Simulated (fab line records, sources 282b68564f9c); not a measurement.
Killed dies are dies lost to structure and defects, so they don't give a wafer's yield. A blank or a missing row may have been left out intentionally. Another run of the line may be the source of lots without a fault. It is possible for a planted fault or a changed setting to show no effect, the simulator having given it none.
Comparing a struck lot with a sound one	flow rit-cmos	21 steps out of a route of 202
Sound: the wafers L440.1, L440.3, L440.5. Struck: wafers L447.1, L447.5, L447.6. At the end, the cause is stated.
Per side, at each step with rows, come the tool, then ch with its chambers, and then its first start. Under that, the readings that differ: sound wafers	struck wafers	difference of the means	sigmas: that difference in standard deviations of wafers without a fault.
alike: a reading whose means differ by less than 2 such deviations, as well as words and numbers matching on both sides. not compared: withheld readings; readings where some wafer has no value; bounds like >300 that might hide an equal value; numbers whose values overlap and for which the record gives no deviation.
A row with sigmas, a row that says differs or no value, or rows on one side alone: a step with any of these is where the two part. Non-overlapping numbers with no deviation appear without sigmas and do not part them. A reading missing from all wafers of one side parts the sides only when that side holds two or more wafers.

first, 3 steps without rows for these wafers: RIT_GATE_CLEAN_02 (cleans in dHF, time 30 s); RIT_GATE_CLEAN_03 (cleans in SC2, time 600 s); RIT_GATE_CLEAN_04 (cleans in dHF, time 60 s).
RIT_FOX2_THK_MEAS_91:
  sound on film-metro-01, day 3 08:45; struck on film-metro-02, day 4 20:53
reading	sound	struck	difference	sigmas
FIELD_OXIDE_LEFT_2_THK (nm)	260 253 258	268 273 275	+15	+3
then, 2 steps without rows for these wafers: RIT_GATE_OXIDATION_05 (target thk 3 nm, ox time 270 s); RIT_GATE_ANNEAL_06 (time 600 s).
RIT_GATE_THK_MEAS_07:
  sound on film-metro-04, day 3 10:23; struck on film-metro-04, day 4 22:38
reading	sound	struck	difference	sigmas
GATE_OXIDE_THK (nm)	2.99 2.96 2.93	3.12 3.18 3.07	+0.16	+2
then, 1 step without rows for these wafers: RIT_GATE_CVD_08 (deposits poly-Si from SiH4, target thk 250 nm, time 2220 s).
RIT_GATE_THK_MEAS_09:
  sound on film-metro-04, day 3 12:09; struck on film-metro-04, day 5 01:07
reading	sound	struck	difference	sigmas
GATE_POLY_THK (nm)	256.2 255.7 254.4	247.3 247.4 246.4	-8.4	-4
then, 3 steps without rows for these wafers: RIT_GATE_HMDS_10 (prime time 60 s); RIT_GATE_COAT_11 (resist thk 850 nm); RIT_GATE_SOFTBAKE_12 (time 58.29 s).
RIT_GATE_EXPOSE_13: exposes mask M6, target cd 150 nm.
  sound on iline-stepper-01 ch 0, day 3 12:40; struck on iline-stepper-01 ch 0, day 5 01:46
reading	sound	struck	difference	sigmas
mask	M6#0 M6#0 M6#0	M6_R1#0 M6_R1#0 M6_R1#0	differs	
then, 1 step without rows for these wafers: RIT_GATE_PEB_14.
RIT_GATE_DEVELOP_15: develop time 48.97 s.
  sound on litho-track-02 ch 0; struck on litho-track-04 ch 0
reading	sound	struck	difference	sigmas
model.GATE.cd-nm (nm)	152.5 153.3 149.6	142 141 141.4	-10	
  alike: chill-plate-temp-C
RIT_GATE_CD_MEAS_16: target cd 150 nm.
  sound on cd-sem-01, day 3 13:04; struck on cd-sem-02, day 5 02:10
reading	sound	struck	difference	sigmas
cd-nm (nm)	152.5 153.4 149.7	142.1 141.0 141.5	-10.3	-4
RIT_GATE_OVL_MEAS_17:
  sound on overlay-02, day 3 13:11; struck on overlay-01, day 5 02:17
reading	sound	struck	difference	sigmas
GATE_OVL (nm)	0.2 1.2 0.2	-4.5 -2.8 -3.7	-4.2	-3
then, 1 step without rows for these wafers: RIT_GATE_HARDBAKE_18 (time 60 s).
RIT_GATE_ETCH_19: etches poly-Si in SF6/CHF3/O2, stops on SiO2, time 165 s, target depth 312.5 nm.
  sound on rie-si-02 ch 1,3, day 3 13:22; struck on rie-si-01 ch 0,1, day 5 02:28
reading	sound	struck	difference	sigmas
model.GATE.cd-nm (nm)	152.5 153.3 149.5	142.1 140.9 141.5	-10.3	
  alike: O2_flow_sccm, SF6_flow_sccm, chamber-pressure-mTorr, drypump-motor-current-A, oes-product-au, throttle-valve-pct
  not compared: rf-hours-counter-h
RIT_GATE_STRIP_20: strips in O2, time 180 s.
  sound on plasma-asher-01 ch 0, day 3 13:28; struck on plasma-asher-03 ch 0,1, day 5 02:34
  alike: chamber-pressure-mTorr, drypump-motor-current-A
  not compared: rf-hours-counter-h
RIT_M1_PROBE_99:
  sound on prober-02, day 4 11:40; struck on prober-01, day 5 23:13
reading	sound	struck	difference	sigmas
model.etest.pmos_0p15.r-on-ohm-um	2880 2848 2770	2745 2705 2710	-113	
model.etest.npoly-line.line-ohm-um	159.1 156.9 167.5	186.8 186.2 189.6	+26.4	
  alike: killed-at-contacts, killed-at-front-end, killed-dies, killed-open, killed-short
  not compared: model.etest.pmos_0p3.r-on-ohm-um, model.etest.pmos-turned.r-on-ohm-um, model.etest.nmos_0p15.r-on-ohm-um, model.etest.nmos_0p3.r-on-ohm-um, model.etest.nmos_0p15.drive-ua-um, model.etest.pmos_0p15.drive-ua-um

WHERE THEY PART
First at RIT_FOX2_THK_MEAS_91; last, within this record, at RIT_GATE_OVL_MEAS_17. Later steps at which nothing parts them and some readings are alike: RIT_GATE_ETCH_19, RIT_GATE_STRIP_20, RIT_M1_PROBE_99.

WHY: what had been put in by the simulator
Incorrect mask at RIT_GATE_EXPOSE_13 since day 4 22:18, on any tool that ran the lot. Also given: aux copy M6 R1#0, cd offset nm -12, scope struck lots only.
